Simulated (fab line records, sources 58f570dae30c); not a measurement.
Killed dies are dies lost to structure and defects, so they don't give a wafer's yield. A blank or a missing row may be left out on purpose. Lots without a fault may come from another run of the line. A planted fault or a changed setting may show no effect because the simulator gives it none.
Tool commonality check | flow berkeley_cmos170 | 14 lots, 42 wafers sampled

WHY IT WAS OPENED
At UCB170_PLDD_TW_MEAS_11 the reading PLDD_TW is flagged on 2 of 14 lots. Wafers without a fault read 1012, standard deviation 6.5.
Rule: a lot is flagged when every wafer of it that has a number lies more than 4 standard deviations from that mean, or none has a number. The other lots count as sound.

lot  | measured     | on            | PLDD_TW, wafer by wafer | flag
L149 | day 7 03:19  | film_metro-01 | 1016 1016 1020          |
L150 | day 7 03:54  | film_metro-01 | 1021 1017 1023          |
L148 | day 7 04:10  | film_metro-04 | 1003 1007 1004          |
L155 | day 8 10:07  | film_metro-02 | 1004 1007 1010          |
L157 | day 8 10:24  | film_metro-01 | 963 964 963             | FLAGGED
L156 | day 8 10:56  | film_metro-02 | 1006 1009 1006          |
L154 | day 8 11:13  | film_metro-01 | 964 966 960             | FLAGGED
L153 | day 8 11:15  | film_metro-02 | 1008 1006 1005          |
L162 | day 9 12:37  | film_metro-02 | 1010 1011 1011          |
L164 | day 9 21:08  | film_metro-01 | 1012 1017 1014          |
L165 | day 10 01:56 | film_metro-02 | 1008 1007 1011          |
L168 | day 10 19:40 | film_metro-02 | 1012 1008 1007          |
L169 | day 11 04:06 | film_metro-04 | 1007 1002 1007          |
L170 | day 11 13:22 | film_metro-02 | 1008 1012 1006          |
The numbers of the flagged lots are 963 on average: -49 against the usual, or -7 standard deviations.

WHICH TOOL RAN EACH LOT
The record holds 1 process step before the reading, out of a route of 331 steps. In each cell: the tool, then ch and the chambers that the sampled wafers went through, then the start.
lot  | flag    | UCB170_PLDD_IMPLANT_08
L149 |         | implanter-04 ch 0, day 7 02:55
L150 |         | implanter-02 ch 0, day 7 03:30
L148 |         | implanter-04 ch 0, day 7 03:47
L155 |         | implanter-04 ch 0, day 8 09:43
L157 | FLAGGED | implanter-02 ch 0, day 8 10:02
L156 |         | implanter-01 ch 0, day 8 10:34
L154 | FLAGGED | implanter-02 ch 0, day 8 10:50
L153 |         | implanter-01 ch 0, day 8 10:53
L162 |         | implanter-04 ch 0, day 9 12:13
L164 |         | implanter-01 ch 0, day 9 20:44
L165 |         | implanter-01 ch 0, day 10 01:33
L168 |         | implanter-04 ch 0, day 10 19:16
L169 |         | implanter-02 ch 0, day 11 03:42
L170 |         | implanter-04 ch 0, day 11 12:58
What these steps do:
- UCB170_PLDD_IMPLANT_08
- UCB170_PLDD_TW_MEAS_11

FLAGGED OVER TOTAL, TOOL BY TOOL (the gauges that took the reading come last)
step                   | tool          | lots run | flagged | share of the flagged lots | sound lots run after its first flagged lot
UCB170_PLDD_IMPLANT_08 | implanter-01  | 4        | 0       | none                      | -
UCB170_PLDD_IMPLANT_08 | implanter-02  | 4        | 2       | all                       | 1 (L169)
UCB170_PLDD_IMPLANT_08 | implanter-04  | 6        | 0       | none                      | -
UCB170_PLDD_TW_MEAS_11 | film_metro-01 | 5        | 2       | all                       | 1 (L164)
UCB170_PLDD_TW_MEAS_11 | film_metro-02 | 7        | 0       | none                      | -
UCB170_PLDD_TW_MEAS_11 | film_metro-04 | 2        | 0       | none                      | -

WHAT THE TABLE ALLOWS
2 rows of the table ran every flagged lot: implanter-02 at UCB170_PLDD_IMPLANT_08, film_metro-01 at UCB170_PLDD_TW_MEAS_11.
- implanter-02 at UCB170_PLDD_IMPLANT_08: 2 of its 4 lots flagged. Sound lots ran on it after the first flagged one (L169), which a lasting fault on the whole tool wouldn't allow. Its own readings lie more than 4 standard deviations out on every wafer of the flagged lots: beam_energy_keV, beam_on_s, faraday_current_uA.
- film_metro-01 at UCB170_PLDD_TW_MEAS_11: 2 of its 5 lots flagged. Sound lots ran on it after the first flagged one (L164), which a lasting fault on the whole tool wouldn't allow.
No row of the table ran every flagged lot and no sound lot after the first.

WHAT THE SIMULATOR HAD PUT IN
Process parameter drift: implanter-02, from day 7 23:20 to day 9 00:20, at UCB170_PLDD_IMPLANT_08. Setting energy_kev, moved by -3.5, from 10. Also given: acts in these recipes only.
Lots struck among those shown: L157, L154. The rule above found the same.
